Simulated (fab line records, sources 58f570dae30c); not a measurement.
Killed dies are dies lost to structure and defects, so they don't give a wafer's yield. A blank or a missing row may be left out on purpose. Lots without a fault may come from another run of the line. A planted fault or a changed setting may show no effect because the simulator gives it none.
Which tool did it? | flow berkeley_cmos170 | 15 lots, 45 wafers sampled, at 3 steps of a route of 331

WHAT THE GAUGES READ, wafer by wafer
UCB170_ACTIVE_OVL_MEAS_14.
lot  | measured    | on         | ACTIVE_OVL (nm)
L457 | day 5 00:55 | overlay-01 | 1 5 -2
L456 | day 5 01:32 | overlay-02 | 9 -1 3
L461 | day 5 21:47 | overlay-02 | -8 -4 -7
L462 | day 6 04:26 | overlay-01 | 8 1 -4
L469 | day 7 15:20 | overlay-01 | 2 -1 4
L470 | day 7 23:04 | overlay-01 | 4 3 -1
L471 | day 7 23:14 | overlay-01 | -1 -3 2
L472 | day 8 09:34 | overlay-02 | 6 0 4
L473 | day 8 09:52 | overlay-02 | 6 -2 7
L474 | day 8 22:52 | overlay-01 | 2 4 5
L475 | day 8 23:05 | overlay-01 | -8 -3 -9
L476 | day 9 06:45 | overlay-01 | -12 -14 -3
L477 | day 9 06:53 | overlay-02 | 2 5 -2
L478 | day 9 17:57 | overlay-02 | 0 -9 -7
L479 | day 9 18:11 | overlay-02 | -1 3 -10

UCB170_PLDD_CD_MEAS_06: target cd 1200 nm.
lot  | measured     | on        | cd_nm (nm)
L457 | day 7 05:14  | cd_sem-01 | 1199.4 1199.7 1198.2
L456 | day 7 05:20  | cd_sem-02 | 1198.7 1198.5 1198.8
L461 | day 8 06:28  | cd_sem-02 | 1197.9 1198.8 1198.6
L462 | day 8 20:26  | cd_sem-01 | 1199.5 1200.6 1198.9
L469 | day 10 07:07 | cd_sem-02 | 1199.4 1200.1 1200.2
L470 | day 10 08:26 | cd_sem-01 | 1200.5 1201.0 1200.0
L471 | day 10 07:52 | cd_sem-02 | 1198.5 1198.7 1197.7
L472 | day 11 07:29 | cd_sem-01 | 1199.6 1199.3 1201.3
L473 | day 11 07:51 | cd_sem-01 | 1201.4 1201.9 1203.5
L474 | day 11 10:29 | cd_sem-02 | 1199.6 1200.5 1200.6
L475 | day 11 10:50 | cd_sem-01 | 1197.9 1197.5 1197.4
L476 | day 11 15:26 | cd_sem-02 | 1199.3 1201.0 1200.6
L477 | day 11 15:39 | cd_sem-01 | 1196.6 1198.4 1196.9
L478 | day 12 00:32 | cd_sem-01 | 1200.6 1202.5 1202.0
L479 | day 12 00:20 | cd_sem-02 | 1200.6 1200.9 1200.4

WHICH TOOL RAN EACH LOT (tool, then ch and the chambers of the sampled wafers, then the start)
lot  | UCB170_NWELL_WET_ETCH_19
L457 | wet_bench-03 ch 2, day 2 16:36
L456 | wet_bench-03 ch 3, day 2 16:37
L461 | wet_bench-02 ch 3, day 3 20:26
L462 | wet_bench-01 ch 2, day 4 03:49
L469 | wet_bench-01 ch 2, day 5 13:34
L470 | wet_bench-01 ch 3, day 5 22:13
L471 | wet_bench-01 ch 3, day 5 22:13
L472 | wet_bench-02 ch 3, day 6 07:20
L473 | wet_bench-02 ch 1, day 6 07:20
L474 | wet_bench-03 ch 1, day 6 19:20
L475 | wet_bench-03 ch 0, day 6 19:20
L476 | wet_bench-01 ch 1, day 7 01:50
L477 | wet_bench-03 ch 1, day 7 05:18
L478 | wet_bench-01 ch 0, day 7 09:02
L479 | wet_bench-01 ch 2, day 7 09:26
- UCB170_NWELL_WET_ETCH_19: etches SiO2 in BOE, time 22 s.

WHAT THE TOOLS THEMSELVES READ (means of the sampled wafers that have a number; where no wafer has one, the mark that the record gives instead)
UCB170_NWELL_WET_ETCH_19.
lot  | tool         | bath_heat_duty_pct (%) | run_length_s (s)
L457 | wet_bench-03 | 6.4                    | 49.5
L456 | wet_bench-03 | 5.3                    | 49.0
L461 | wet_bench-02 | 7.3                    | 49.0
L462 | wet_bench-01 | 5.6                    | 54.0
L469 | wet_bench-01 | -                      | -
L470 | wet_bench-01 | -                      | -
L471 | wet_bench-01 | -                      | -
L472 | wet_bench-02 | 6.5                    | 50.4
L473 | wet_bench-02 | 6.0                    | 48.0
L474 | wet_bench-03 | 7.6                    | 48.4
L475 | wet_bench-03 | 6.3                    | 49.0
L476 | wet_bench-01 | 6.4                    | 49.4
L477 | wet_bench-03 | 7.2                    | 47.8
L478 | wet_bench-01 | 6.1                    | 49.5
L479 | wet_bench-01 | 6.2                    | 49.1

THE ANSWER, worked out from the rows above alone
Rule: what is usual is taken from the lots themselves. Put in order of their means at a reading, lots are off if they are a third of the lots or fewer, leave a main group of 4 or more, and stand apart from it by a gap of 3 or more times the standard deviation of the main group's means; of several such gaps the widest counts. A main group whose means are all the same, to the digits that the tables above print for the reading, isn't used. A lot without any number at a reading at which 4 lots or more have one is off too. The other lots that the step has rows for count as sound. The gauges are gone through in route order, then the tools' own readings, and for those a lot's mean is taken as printed above. The first step at which some lot is off is used, and at that step the reading that is off furthest; a lot without a number counts as furthest.
Off: L469, L470, L471, at UCB170_NWELL_WET_ETCH_19 (bath_heat_duty_pct). Without a number there: L469, L470, L471. The main group: mean 6.4 %, standard deviation 0.65.
A tool fits if, at that step or a process step before it, it ran every lot that is off, and no sound lot after the first of them. None of those tried fits.

WHAT THE SIMULATOR HAD PUT IN
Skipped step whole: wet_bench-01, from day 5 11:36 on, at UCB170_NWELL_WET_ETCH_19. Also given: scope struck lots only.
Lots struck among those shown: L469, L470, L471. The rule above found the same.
